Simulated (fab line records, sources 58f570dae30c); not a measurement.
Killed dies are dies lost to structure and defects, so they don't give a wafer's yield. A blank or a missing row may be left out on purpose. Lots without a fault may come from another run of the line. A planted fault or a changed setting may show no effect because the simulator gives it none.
A struck lot beside a sound one | flow berkeley_cmos170 | 16 steps out of a route of 331
Sound: wafers L633.2, L633.5, L633.6. Struck: wafer L634.2. (L634.4, L634.5 of the same lot were not struck and are left out.) The cause comes at the end.
At each step with rows: each side's tool, then ch and its chambers, then its first start. Under that, the readings that differ: sound wafers | struck wafers | difference of the means | sigmas: that difference in standard deviations of wafers without a fault.
alike: readings whose means differ by less than 2 such deviations, and words and numbers that are the same on both sides. not compared: withheld readings, readings that some wafer has no value for, bounds like >300 that may hide the same value, and numbers for which the record gives no deviation and whose values overlap.
The two part at a step that has a row with sigmas, a row that says differs or no value, or rows on one side only. Numbers that don't overlap but have no deviation are shown without sigmas and don't part them. A reading that every wafer of one side lacks parts them only if that side has two wafers or more.

first, 6 steps without rows for these wafers: UCB170_M2_COAT_09; UCB170_M2_COAT_10 (resist thk 900 nm); UCB170_M2_SOFTBAKE_11 (time 60 s); UCB170_M2_EXPOSE_12 (exposes mask METAL2, target cd 700 nm); UCB170_M2_PEB_13; UCB170_M2_DEVELOP_14 (develop time 45 s).
UCB170_M2_CD_MEAS_15: target cd 700 nm.
  sound on cd_sem-02, day 8 21:04; struck on cd_sem-02, day 9 08:07
  reading    | sound             | struck | difference | sigmas
  cd_nm (nm) | 701.9 702.3 701.2 | 698.9  | -2.9       | -2
UCB170_M2_OVL_MEAS_16:
  sound on overlay-02, day 8 21:11; struck on overlay-01, day 9 08:13
  alike: M2_OVL
UCB170_M2_ETCH_17: etches BARC in N2/H2.
  sound on rie_diel-02 ch 0,2,3, day 8 21:13; struck on rie_diel-01 ch 2, day 9 08:15
  alike: drypump_motor_current_A, oes_product_au, throttle_valve_pct
UCB170_M2_METAL_ETCH_18: etches Al in Cl2/BCl3, stops on SiO2, target depth 1170 nm, time 195 s.
  sound on rie_metal-02 ch 0,1, day 8 21:15; struck on rie_metal-03 ch 1, day 9 08:17
  alike: drypump_motor_current_A, oes_product_au, throttle_valve_pct
  not compared: rf_hours_counter_h
UCB170_M2_STRIP_19: strips in O2.
  sound on plasma_asher-03 ch 0,1, day 8 21:26; struck on plasma_asher-01 ch 0, day 9 08:28
  alike: drypump_motor_current_A, oes_product_au
  not compared: rf_hours_counter_h
UCB170_M2_CD_MEAS_90: target cd 700 nm.
  sound on cd_sem-01, day 8 21:34; struck on cd_sem-01, day 9 08:35
  alike: cd_nm
UCB170_V2_CVD_00: deposits SiO2 from TEOS/O2, target thk 2000 nm, time 250 s.
  sound on pecvd-02 ch 0,2, day 8 21:40; struck on pecvd-02 ch 0, day 9 08:41
  reading                             | sound          | struck | difference | sigmas
  model.SiO2_of_V2_CVD_00.thk_nm (nm) | 2013 2012 2054 | 2203   | +177       |
  alike: heater_power_w, susceptor_temp_C
UCB170_V2_THK_MEAS_01:
  sound on film_metro-02, day 8 21:49; struck on film_metro-03, day 9 08:52
  reading          | sound          | struck | difference | sigmas
  V2_TEOS_THK (nm) | 2013 2012 2054 | 2204   | +178       | +7
UCB170_V2_CMP_02: polishes SiO2.
  sound on cmp-01 ch 0,3, day 8 21:55; struck on cmp-02 ch 2, day 9 08:55
  reading             | sound          | struck | difference | sigmas
  motor_current_A (A) | 16.1 18.8 16.2 | 14.0   | -3.0       | -2
UCB170_M3_PROBE_99:
  the record has rows for the sound wafers here (prober-01, day 9 07:56) and none for the struck ones

WHERE THEY PART
First at UCB170_M2_CD_MEAS_15; last, within this record, at UCB170_M3_PROBE_99.

WHY: what the simulator had put in
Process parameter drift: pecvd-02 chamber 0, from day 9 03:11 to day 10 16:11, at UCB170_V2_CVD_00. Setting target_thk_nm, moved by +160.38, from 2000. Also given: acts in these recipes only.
